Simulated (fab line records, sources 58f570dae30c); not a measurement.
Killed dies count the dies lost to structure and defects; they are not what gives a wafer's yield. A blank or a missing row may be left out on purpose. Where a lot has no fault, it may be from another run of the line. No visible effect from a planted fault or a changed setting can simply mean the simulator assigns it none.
Which tool did it?	flow berkeley cmos170	15 lots with 45 wafers sampled at 6 steps, on a route of 331 steps

== WHAT THE GAUGES SHOWED, per wafer ==
UCB170_NLDD_TW_MEAS_11.
lot	measured	on	NLDD_TW
L108	day 8 06:28	film metro-02	2207 2203 2201
L105	day 8 07:05	film metro-04	2214 2216 2222
L104	day 8 07:45	film metro-02	2202 2205 2207
L106	day 8 07:55	film metro-03	2226 2219 2224
L107	day 8 08:11	film metro-02	2201 2210 2213
L111	day 8 19:28	film metro-03	2226 2241 2224
L110	day 8 19:35	film metro-04	2226 2212 2218
L112	day 9 15:04	film metro-04	2194 2203 2208
L113	day 9 15:11	film metro-03	2218 2232 2225
L117	day 10 03:55	film metro-04	2222 2210 2218
L114	day 10 05:11	film metro-03	2221 2236 2232
L119	day 10 17:50	film metro-04	2210 2213 2208
L118	day 10 18:47	film metro-04	2215 2212 2216
L125	day 12 04:38	film metro-04	2221 2215 2228
L124	day 12 05:09	film metro-02	2200 2212 2203

UCB170_PSD_OVL_MEAS_07.
lot	measured	on	PSD_OVL (nm)
L108	day 8 12:47	overlay-02	5 6 6
L105	day 8 12:54	overlay-02	2 3 12
L104	day 8 13:37	overlay-02	1 7 10
L106	day 8 13:20	overlay-02	5 2 2
L107	day 8 13:04	overlay-02	9 17 9
L111	day 9 04:15	overlay-02	3 8 -2
L110	day 9 03:17	overlay-02	10 12 2
L112	day 9 23:37	overlay-01	1 1 -3
L113	day 10 00:00	overlay-01	-7 -7 1
L117	day 10 11:44	overlay-01	6 9 2
L114	day 10 11:38	overlay-01	5 1 1
L119	day 11 00:13	overlay-02	11 7 9
L118	day 11 00:28	overlay-01	-6 1 -2
L125	day 12 11:08	overlay-02	8 10 8
L124	day 12 11:41	overlay-02	17 1 4

UCB170_SILICIDE_RS_MEAS_02: the measuring method here is four-point-probe.
lot	measured	on	SILICIDE_TI_RS (ohm/sq)
L108	day 8 20:51	film metro-01	26.4 26.2 25.8
L105	day 8 20:20	film metro-01	26.4 26.7 26.3
L104	day 8 21:35	film metro-03	25.6 25.7 25.7
L106	day 8 20:52	film metro-03	25.2 25.6 25.7
L107	day 8 21:25	film metro-02	26.0 25.8 25.8
L111	day 9 10:14	film metro-03	25.9 25.7 26.1
L110	day 9 09:11	film metro-02	25.9 26.1 26.0
L112	day 10 03:35	film metro-03	11.7 11.7 11.7
L113	day 10 03:38	film metro-01	26.5 26.3 26.4
L117	day 10 21:02	film metro-01	26.6 26.4 26.3
L114	day 10 20:11	film metro-02	26.4 26.4 26.8
L119	day 11 06:55	film metro-02	11.9 11.8 12.0
L118	day 11 06:53	film metro-01	11.9 12.0 11.8
L125	day 12 18:49	film metro-03	26.9 26.9 26.9
L124	day 12 19:18	film metro-03	26.2 25.9 26.3

UCB170_SILICIDE_THK_MEAS_03: measures by xrf.
lot	measured	on	SILICIDE_TI_THK (nm)
L108	day 8 20:58	film metro-01	30.1 30.2 30.3
L105	day 8 20:27	film metro-01	29.9 29.5 30.1
L104	day 8 21:42	film metro-03	30.5 30.3 30.3
L106	day 8 20:59	film metro-03	30.7 30.2 30.3
L107	day 8 21:31	film metro-02	30.4 30.6 30.7
L111	day 9 10:21	film metro-03	30.3 30.6 30.2
L110	day 9 09:19	film metro-02	30.4 30.3 30.4
L112	day 10 03:41	film metro-03	60.0 59.9 60.2
L113	day 10 03:46	film metro-01	29.9 29.9 29.9
L117	day 10 21:08	film metro-01	29.7 29.9 30.0
L114	day 10 20:19	film metro-02	29.7 30.0 29.5
L119	day 11 07:01	film metro-02	60.1 60.3 59.7
L118	day 11 07:01	film metro-01	60.3 59.6 60.5
L125	day 12 18:56	film metro-03	29.2 29.4 29.3
L124	day 12 19:25	film metro-03	29.8 30.2 29.7

== WHICH TOOL RAN EACH LOT (tool, then ch and the chambers of the sampled wafers, then the start) ==
lot	UCB170_NSD_STRIP_09	UCB170_SILICIDE_SPUTTER_01
L108	plasma asher-04 ch 0,1, day 8 18:16	pvd sputter-03, day 8 20:49
L105	plasma asher-01 ch 0,1, day 8 18:01	pvd sputter-02, day 8 20:18
L104	plasma asher-04 ch 0,1, day 8 18:59	pvd sputter-03, day 8 21:33
L106	plasma asher-02 ch 0,1, day 8 18:30	pvd sputter-04, day 8 20:49
L107	plasma asher-01 ch 0,1, day 8 18:44	pvd sputter-02, day 8 21:22
L111	plasma asher-04 ch 0,1, day 9 07:19	pvd sputter-03, day 9 10:12
L110	plasma asher-02 ch 1, day 9 06:43	pvd sputter-04, day 9 09:10
L112	plasma asher-04 ch 0,1, day 10 01:34	pvd sputter-02, day 10 03:20
L113	plasma asher-01 ch 0,1, day 10 01:50	pvd sputter-03, day 10 03:37
L117	plasma asher-01 ch 0,1, day 10 18:16	pvd sputter-03, day 10 20:59
L114	plasma asher-01 ch 0,1, day 10 17:18	pvd sputter-02, day 10 20:10
L119	plasma asher-04 ch 1, day 11 02:56	pvd sputter-03, day 11 06:29
L118	plasma asher-01 ch 0,1, day 11 03:25	pvd sputter-02, day 11 06:29
L125	plasma asher-04 ch 0,1, day 12 13:10	pvd sputter-02, day 12 18:46
L124	plasma asher-02 ch 0,1, day 12 13:31	pvd sputter-03, day 12 19:15
- UCB170_NSD_STRIP_09: strips in O2.
- UCB170_SILICIDE_SPUTTER_01: material Ti, target thk 30 nm, time 25 s.

== AS READ BY THE TOOLS THEMSELVES (means over the sampled wafers that have a number; for cases with no such wafer, the mark the record gives instead) ==
UCB170_NSD_STRIP_09.
lot	tool	drypump motor current A (A)	oes product au (a.u.)	strip time to endpoint s (s)
L108	plasma asher-04	5.1	0.532	35.93
L105	plasma asher-01	5.5	0.533	35.71
L104	plasma asher-04	5.1	0.530	35.84
L106	plasma asher-02	5.8	0.533	35.81
L107	plasma asher-01	5.4	0.529	35.69
L111	plasma asher-04	5.1	0.533	35.77
L110	plasma asher-02	5.1	0.530	35.76
L112	plasma asher-04	5.2	0.541	35.84
L113	plasma asher-01	5.5	0.537	35.80
L117	plasma asher-01	5.5	0.535	35.83
L114	plasma asher-01	5.3	0.528	35.75
L119	plasma asher-04	5.0	0.533	35.89
L118	plasma asher-01	5.3	0.534	35.76
L125	plasma asher-04	5.3	0.535	35.80
L124	plasma asher-02	5.8	0.535	35.90

UCB170_SILICIDE_SPUTTER_01.
lot	tool	throttle valve pct (%)
L108	pvd sputter-03	29.3
L105	pvd sputter-02	31.0
L104	pvd sputter-03	29.3
L106	pvd sputter-04	29.7
L107	pvd sputter-02	30.7
L111	pvd sputter-03	29.3
L110	pvd sputter-04	29.3
L112	pvd sputter-02	30.7
L113	pvd sputter-03	29.1
L117	pvd sputter-03	29.8
L114	pvd sputter-02	30.9
L119	pvd sputter-03	29.5
L118	pvd sputter-02	30.9
L125	pvd sputter-02	30.9
L124	pvd sputter-03	29.8

== THE ANSWER, worked out from the rows above alone ==
Rule: what is usual is taken from the lots themselves. The widest of any qualifying gaps counts: lots, ordered by their means at a reading, are off when they make up no more than a third of the lots, leave a main group of 4 or more, and stand apart from it by 3 or more times the standard deviation of that group's means. A main group whose means are all the same, to the digits that the tables above print for the reading, isn't used. A lot without any number at a reading at which 4 lots or more have one is off too. The other lots that the step has rows for count as sound. Order of review: gauges by route order, followed by the tools' own readings, for which a lot's mean as printed above is used. The first step at which some lot is off is used, and at that step the reading that is off furthest; a lot without a number counts as furthest.
Off: L112, L119, L118, at UCB170_SILICIDE_RS_MEAS_02 (SILICIDE_TI_RS). The main group has a mean of 26.2 ohm/sq with a standard deviation of 0.38.
If a tool, at a process step before that reading, ran all the lots that are off and no sound lot after the first of them, it fits. Those tools and the gauges at UCB170_SILICIDE_RS_MEAS_02 are tried in the same way. No candidate that was tried fits.

== WHAT HAD BEEN PUT IN BY THE SIMULATOR ==
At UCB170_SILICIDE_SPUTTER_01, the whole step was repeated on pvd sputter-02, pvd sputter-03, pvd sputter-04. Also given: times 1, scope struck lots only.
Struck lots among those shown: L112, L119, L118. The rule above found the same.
